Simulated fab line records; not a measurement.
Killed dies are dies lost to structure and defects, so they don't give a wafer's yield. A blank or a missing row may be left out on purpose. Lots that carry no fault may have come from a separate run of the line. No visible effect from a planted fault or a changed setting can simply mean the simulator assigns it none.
fab line records | flow berkeley-cmos170
record lots=14 wafers=42 last-day=13
route steps=331 shown M2@278 V2@304 M3@327
lots that met no fault: taken from a fault-free run of the same line
start-h: hours from the record's opening day to when the first of the lot's shown wafers began | wait-h: hours elapsed since this lot's preceding step | " the same as in the row above | L1.1+2: a row that stands for several wafers | - no value, or no start was given | * or withheld: withheld | < > ~ a bound
route shown NAME@n: names a module that has steps shown in the file, with the first one's number in the route | usual: mean/standard deviation of fault-free wafers | same: alike in all rows | chamber/n: place in a boat | sites: each site's reading | _std_site: standard deviation of those values | _edge_site: mean of outer sites minus mean of inner sites | radius-mm: how far each site lies from the wafer's centre | mask NAME#n: copy n | behind: the most recent tool/chamber to have shaped the wafer | hold: why the lot went on hold/how many hours it stayed there/how the hold came to an end | device: transistor that didn't switch, given as n, p or np | end of line: the route-end tests of the same wafers | a step given without rows: its recipe and nothing more | killed: dies lost to structure and defects at the first sort, not the wafer's yield | map: per-die view of a wafer (x killed, . not killed, _ where there is no die)
set.NAME: the setting as run; set.NAME@STEP: as run at that earlier step | model.NAME: the simulator's own value behind a step, which no gauge read
one table for each step of the route and one row for each wafer, over a sample of lots
services: the hour from which a tool's chamber was out of use, counted from the record's first day as start-h (under 0 if before that day), plus the number of hours and why
## steps
# step UCB170_M2_STRIP_07
# recipe chemistry=O2 power-w=400 pressure-mtorr=3500 platen-temp-c=withheld o2-flow-sccm=400 overash-fraction=0.5
# usual drypump-motor-current-A=5.7/0.66 oes-product-au=0.735/0.0041 strip-time-to-endpoint-s=21.97/0.053
# columns lot.wafer tool chamber start-h wait-h drypump-motor-current-A oes-product-au rf-hours-counter-h strip-time-to-endpoint-s
L696.2 plasma-asher-04 0 141.91 0.1 6.6 0.731 3 21.90
L696.3 " 1 " " 5.5 0.733 - 21.85
L696.5 " 1 " " 5.5 0.737 - 21.93
L697.3 plasma-asher-01 1 154.50 0.1 6.6 0.734 - 22.00
L697.4 " 0 " " 4.9 0.736 - 21.96
L697.5 " 1 " " 6.6 0.734 - 22.02
L700.1 plasma-asher-04 0 168.49 0.1 6.6 0.734 5 21.97
L700.3 " 1 " " 5.5 0.733 - 22.01
L700.5 " 1 " " 5.5 0.730 - 22.01
L698.2 plasma-asher-01 0 168.84 0.1 5.0 0.739 48 22.03
L698.3 " 1 " " 6.6 0.725 - 22.07
L698.5 " 1 " " 6.6 0.734 - 22.05
L701.1 plasma-asher-04 1 177.81 0.1 5.6 0.727 6 22.02
L701.2 " 0 " " 6.6 0.736 6 22.01
L701.3 " 1 " " 5.5 0.735 - 22.08
L704.1 plasma-asher-01 0 191.80 0.1 4.9 0.733 50 21.95
L704.3 " 0 " " 4.9 0.738 - 21.97
L704.5 " 0 " " 4.9 0.729 - 21.91
L705.3 plasma-asher-01 1 201.48 0.1 6.6 0.734 - 22.02
L705.4 " 0 " " 4.9 0.728 - 21.98
L705.6 " 0 " " 4.9 0.733 - 21.99
L710.1 plasma-asher-02 1 243.72 0.1 5.4 0.740 49 21.97
L710.2 " 0 " " 5.2 0.731 49 22.01
L710.3 " 0 " " 5.2 0.738 - 21.94
L714.3 plasma-asher-01 0 245.38 0.1 4.9 0.738 - 21.93
L714.4 " 1 " " 6.7 0.739 - 21.97
L714.6 " 0 " " 4.9 0.738 - 21.95
L718.3 plasma-asher-02 1 267.53 0.1 5.4 0.736 - 21.92
L718.4 " 0 " " 5.2 0.731 - 21.89
L718.5 " 0 " " 5.2 0.739 - 21.84
L716.1 plasma-asher-04 0 267.76 0.1 6.6 0.734 15 22.06
L716.2 " 1 " " 5.5 0.729 15 22.06
L716.3 " 1 " " 5.5 0.733 - 22.03
L715.3 plasma-asher-01 1 267.90 0.1 6.6 0.735 - 21.99
L715.4 " 0 " " 4.9 0.744 - 21.95
L715.6 " 0 " " 4.9 0.729 - 21.90
L717.1 plasma-asher-02 0 268.09 0.1 5.2 0.731 52 22.04
L717.5 " 1 " " 5.4 0.737 - 21.91
L717.6 " 0 " " 5.2 0.733 - 21.96
L719.1 plasma-asher-02 1 289.79 0.1 5.4 0.736 55 21.98
L719.3 " 0 " " 5.2 0.731 - 21.99
L719.6 " 1 " " 5.4 0.738 - 22.06
# step UCB170_V2_CD_MEAS_12
# recipe target-cd-nm=700
# usual cd-nm=699.5/1.4
# columns lot.wafer tool chamber start-h wait-h cd-nm
L696.2 cd-sem-02 - 145.37 - 699.3
L696.3 " - " " 700.2
L696.5 " - " " 698.7
L697.3 cd-sem-01 - 159.69 - 696.9
L697.4 " - " " 698.1
L697.5 " - " " 698.8
L698.2 cd-sem-01 - 173.32 - 700.5
L698.3 " - " " 700.5
L698.5 " - " " 699.0
L700.1 cd-sem-02 - 173.50 - 703.1
L700.3 " - " " 702.5
L700.5 " - " " 703.5
L701.1 cd-sem-02 - 181.93 - 698.1
L701.2 " - " " 699.3
L701.3 " - " " 699.8
L704.1 cd-sem-01 - 195.96 - 699.5
L704.3 " - " " 698.4
L704.5 " - " " 699.1
L705.3 cd-sem-01 - 206.79 - 699.2
L705.4 " - " " 698.6
L705.6 " - " " 698.5
L710.1 cd-sem-02 - 248.97 - 699.8
L710.2 " - " " 700.3
L710.3 " - " " 699.3
L714.3 cd-sem-01 - 251.01 - 697.9
L714.4 " - " " 698.6
L714.6 " - " " 698.8
L718.3 cd-sem-02 - 272.47 - 699.4
L718.4 " - " " 699.3
L718.5 " - " " 699.9
L715.3 cd-sem-01 - 273.37 - 701.5
L715.4 " - " " 701.1
L715.6 " - " " 701.4
L716.1 cd-sem-01 - 273.51 - 698.8
L716.2 " - " " 699.6
L716.3 " - " " 699.9
L717.1 cd-sem-01 - 274.06 - 699.0
L717.5 " - " " 698.3
L717.6 " - " " 699.5
L719.1 cd-sem-01 - 296.39 - 699.6
L719.3 " - " " 699.5
L719.6 " - " " 699.6
# step UCB170_V2_ETCH_14
# recipe chemistry=CHF3/CF4/Ar target=SiO2 stop-on=Al CHF3_flow_sccm=45 cf4-flow-sccm=15 Ar_flow_sccm=150 pressure-mtorr=200 rf-w=700 target-depth-a=12500 over-etch-frac=0.25 time-s=291
# usual drypump-motor-current-A=5.7/0.49 mfc-ar-sccm=150.0/0.44 oes-product-au=0.874/0.014 throttle-valve-pct=6.98/0.15
# columns lot.wafer tool chamber start-h wait-h drypump-motor-current-A mfc-ar-sccm oes-product-au rf-hours-counter-h throttle-valve-pct
L696.2 rie-diel-02 1 145.51 0.0 5.6 149.1 0.875 4 7.05
L696.3 " 0 " " 5.4 150.4 0.895 75 7.12
L696.5 " 2 " " 5.1 149.9 0.885 - 6.88
L697.3 rie-diel-02 1 159.81 0.0 5.6 149.2 0.882 4 7.05
L697.4 " 2 " " 5.1 150.0 0.879 64 6.88
L697.5 " 1 " " 5.6 150.5 0.883 - 7.05
L698.2 rie-diel-04 0 173.45 0.0 5.6 150.1 0.873 20 6.99
L698.3 " 1 " " 5.6 149.6 0.862 134 7.14
L698.5 " 1 " " 5.6 149.2 0.857 - 7.14
L700.1 rie-diel-02 1 173.65 0.0 5.6 149.6 0.872 5 7.03
L700.3 " 0 " " 5.5 150.5 0.901 76 7.14
L700.5 " 2 " " 5.0 149.2 0.884 - 6.89
L701.1 rie-diel-01 2 182.08 0.0 5.7 149.3 0.870 10 7.13
L701.2 " 3 " " 6.6 150.4 0.878 43 7.19
L701.3 " 0 " " 6.8 149.7 0.859 9 6.74
L704.1 rie-diel-02 1 196.11 0.0 5.6 149.4 0.878 6 7.03
L704.3 " 3 " " 5.7 150.3 0.870 11 6.74
L704.5 " 2 " " 5.1 149.9 0.887 - 6.89
L705.3 rie-diel-04 1 206.90 0.0 5.6 149.6 0.858 135 7.13
L705.4 " 2 " " 5.9 150.2 0.852 67 7.07
L705.6 " 0 " " 5.6 150.5 0.863 - 6.96
L710.1 rie-diel-02 0 249.13 0.0 5.5 150.5 0.899 80 7.12
L710.2 " 1 " " 5.6 150.4 0.868 9 7.05
L710.3 " 2 " " 5.0 150.1 0.890 69 6.88
L714.3 rie-diel-02 2 251.13 0.0 5.1 150.6 0.885 69 6.89
L714.4 " 0 " " 5.5 150.2 0.890 80 7.12
L714.6 " 1 " " 5.6 150.2 0.879 - 7.03
L718.3 rie-diel-01 2 272.59 0.0 5.6 150.4 0.873 14 7.13
L718.4 " 0 " " 6.8 149.7 0.854 13 6.76
L718.5 " 0 " " 6.8 150.8 0.852 - 6.76
L715.3 rie-diel-04 2 273.49 0.0 5.9 149.5 0.857 70 7.06
L715.4 " 2 " " 5.9 149.7 0.849 - 7.07
L715.6 " 3 " " 5.8 150.5 0.860 - 6.99
L716.1 rie-diel-02 1 273.66 0.0 5.6 150.0 0.879 11 7.02
L716.2 " 3 " " 5.8 149.7 0.859 15 6.74
L716.3 " 0 " " 5.5 150.5 0.889 82 7.11
L717.1 rie-diel-01 1 274.21 0.0 4.9 150.3 0.908 25 6.78
L717.5 " 0 " " 6.8 150.2 0.854 - 6.74
L717.6 " 3 " " 6.6 149.8 0.876 - 7.17
L719.1 rie-diel-04 3 296.54 0.0 5.8 150.9 0.868 15 7.01
L719.3 " 1 " " 5.6 149.8 0.872 1 7.14
L719.6 " 3 " " 5.8 150.5 0.856 - 7.01
# step UCB170_M3_METAL_ETCH_18
# recipe chemistry=Cl2/BCl3 target=Al stop-on=SiO2 pressure-mtorr=12 target-depth-a=11700 over-etch-frac=0.3 time-s=195 icp-w=600 bias-w=120 Cl2_flow_sccm=90 bcl3-flow-sccm=45
# usual drypump-motor-current-A=5.60/0.27 oes-product-au=0.862/0.0097 throttle-valve-pct=24.40/0.16
# columns lot.wafer tool chamber start-h wait-h drypump-motor-current-A oes-product-au rf-hours-counter-h throttle-valve-pct
L696.2 rie-metal-02 1 148.41 - 5.19 0.867 3 24.49
L696.3 " 1 " " 5.20 0.862 - 24.49
L696.5 " 0 " " 5.43 0.862 - 24.31
L697.3 rie-metal-02 1 162.36 - 5.20 0.870 - 24.49
L697.4 " 0 " " 5.47 0.873 - 24.32
L697.5 " 0 " " 5.47 0.866 - 24.32
L698.2 rie-metal-03 0 176.70 - 5.85 0.862 12 24.75
L698.3 " 1 " " 6.10 0.856 - 24.21
L698.5 " 1 " " 6.09 0.857 - 24.22
L700.1 rie-metal-02 1 176.98 - 5.19 0.867 3 24.51
L700.3 " 0 " " 5.44 0.852 - 24.32
L700.5 " 0 " " 5.46 0.871 - 24.32
L701.1 rie-metal-03 0 184.59 - 5.84 0.866 12 24.77
L701.2 " 1 " " 6.08 0.858 12 24.21
L701.3 " 0 " " 5.83 0.870 - 24.75
L704.1 rie-metal-02 0 198.61 - 5.46 0.872 6 24.33
L704.3 " 1 " " 5.21 0.872 - 24.48
L704.5 " 1 " " 5.24 0.880 - 24.48
L705.3 rie-metal-03 1 210.81 - 6.10 0.858 - 24.22
L705.4 " 0 " " 5.84 0.859 - 24.76
L705.6 " 1 " " 6.10 0.863 - 24.23
L710.1 rie-metal-01 0 252.86 - 5.60 0.852 4 24.35
L710.2 " 0 " " 5.60 0.848 - 24.35
L710.3 " 0 " " 5.60 0.850 - 24.35
L714.3 rie-metal-03 1 255.08 - 6.10 0.718 - 24.30
L714.4 " 0 " " 5.82 0.713 - 24.83
L714.6 " 0 " " 5.84 0.721 - 24.84
L718.3 rie-metal-01 0 276.04 - 5.64 0.850 - 24.34
L718.4 " 1 " " 5.46 0.862 - 24.42
L718.5 " 1 " " 5.47 0.868 - 24.42
L715.3 rie-metal-03 0 276.30 - 5.82 0.712 - 24.82
L715.4 " 1 " " 6.09 0.717 - 24.30
L715.6 " 0 " " 5.86 0.723 - 24.84
L716.1 rie-metal-02 1 276.81 - 5.22 0.869 6 24.48
L716.2 " 0 " " 5.42 0.868 8 24.32
L716.3 " 1 " " 5.22 0.870 - 24.47
L717.1 rie-metal-01 1 277.05 - 5.44 0.863 0 24.41
L717.5 " 1 " " 5.45 0.871 - 24.41
L717.6 " 0 " " 5.60 0.855 - 24.32
L719.1 rie-metal-01 0 300.14 - 5.60 0.854 6 24.32
L719.3 " 0 " " 5.63 0.854 - 24.34
L719.6 " 0 " " 5.63 0.853 - 24.34
# step UCB170_M3_CD_MEAS_90
# recipe target-cd-nm=700
# usual cd-nm=700.1/2.8
# columns lot.wafer tool chamber start-h wait-h hold cd-nm
L696.2 cd-sem-01 - 148.72 0.1 - 699.7
L696.3 " - " " - 701.3
L696.5 " - " " - 703.7
L697.3 cd-sem-02 - 162.63 0.1 - 697.2
L697.4 " - " " - 701.6
L697.5 " - " " - 700.2
L698.2 cd-sem-02 - 177.01 0.1 - 700.8
L698.3 " - " " - 697.5
L698.5 " - " " - 696.4
L700.1 cd-sem-01 - 177.27 0.1 - 699.9
L700.3 " - " " - 703.3
L700.5 " - " " - 704.1
L701.1 cd-sem-01 - 184.88 0.1 - 695.1
L701.2 " - " " - 695.0
L701.3 " - " " - 699.1
L704.1 cd-sem-01 - 198.89 0.1 - 701.5
L704.3 " - " " - 702.1
L704.5 " - " " - 697.3
L705.3 cd-sem-02 - 211.07 0.1 - 697.8
L705.4 " - " " - 701.2
L705.6 " - " " - 698.6
L710.1 cd-sem-01 - 253.34 0.1 - 702.1
L710.2 " - " " - 700.1
L710.3 " - " " - 700.1
L714.3 cd-sem-01 - 255.35 0.1 await-dispo/0.2h/release 719.6
L714.4 " - " " await-dispo/0.2h/release 720.1
L714.6 " - " " await-dispo/0.2h/release 719.1
L714.3 cd-sem-01 - 255.64 0.3 - 719.7
L714.4 " - " " - 720.1
L714.6 " - " " - 719.1
L718.3 cd-sem-01 - 276.31 0.1 - 704.1
L718.4 " - " " - 705.8
L718.5 " - " " - 705.0
L715.3 cd-sem-01 - 276.56 0.1 await-dispo/0.2h/release 722.5
L715.4 " - " " await-dispo/0.2h/release 721.1
L715.6 " - " " await-dispo/0.2h/release 721.9
L715.3 cd-sem-01 - 276.90 0.3 - 722.8
L715.4 " - " " - 721.4
L715.6 " - " " - 721.5
L716.1 cd-sem-02 - 277.09 0.1 - 701.6
L716.2 " - " " - 705.8
L716.3 " - " " - 700.5
L717.1 cd-sem-01 - 277.34 0.1 - 699.0
L717.5 " - " " - 700.0
L717.6 " - " " - 697.5
L719.1 cd-sem-02 - 300.43 0.1 - 704.8
L719.3 " - " " - 703.7
L719.6 " - " " - 700.1
## services
# columns tool chamber start-h hours kind
rie-metal-03 1 126.18 18.9 repair
rie-diel-04 1 131.45 6.1 repair
rie-diel-01 - 133.07 14.6 pm
plasma-asher-02 - 150.46 2.8 pm
plasma-asher-04 - 153.72 8.6 repair
rie-diel-02 3 154.08 1.4 repair
rie-diel-01 2 154.18 4.9 repair
rie-diel-04 3 158.59 4.3 repair
rie-metal-03 0 167.32 3.7 repair
rie-metal-02 - 167.97 0.5 repair
rie-diel-02 2 178.29 4.7 repair
rie-metal-01 - 179.32 2.8 pm
rie-metal-03 - 185.13 14.6 pm
rie-metal-02 - 214.44 0.2 repair
rie-diel-02 3 216.03 5.9 repair
rie-metal-01 - 228.98 14.6 pm
rie-metal-02 1 229.84 6.0 repair
rie-diel-02 - 247.88 0.2 repair
rie-metal-03 1 249.18 2.9 repair
rie-metal-01 1 250.86 - clean
rie-metal-02 1 251.47 15.7 repair
rie-diel-02 2 252.60 14.7 repair
plasma-asher-02 - 284.74 0.5 repair
rie-diel-01 1 287.91 2.6 repair
## key
first-sign step=UCB170_M3_METAL_ETCH_18 reading=oes-product-au direction=down sigmas=15 usual=0.862 struck=0.717
effect step=UCB170_M3_CD_MEAS_90 reading=visit direction=added
effect step=UCB170_M3_CD_MEAS_90 reading=cd-nm direction=up sigmas=7.4 usual=700.1 struck=720.7
met-at UCB170_M3_METAL_ETCH_18
struck-lots L714,L715
later-rows-left-out L714.3,L714.4,L715.3,L715.6
sort-left-out L714.3,L714.4,L714.6,L715.3,L715.4,L715.6
not-acting-at UCB170_M2_STRIP_07,UCB170_V2_CD_MEAS_12,UCB170_V2_ETCH_14
onset-between 210.81 255.08
fault kind=process-parameter-drift tool=rie-metal-03 chamber=- onset-h=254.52 steps=UCB170_M3_METAL_ETCH_18 channel=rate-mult offset=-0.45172 shape=step end-h=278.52
# sort-left-out: the simulated sort isn't trusted on such a fault, so these wafers' sort isn't shown, and their yield isn't known
# later-rows-left-out: the simulator's readings of these wafers behind a module that went badly wrong aren't trusted and aren't shown, but for the sort
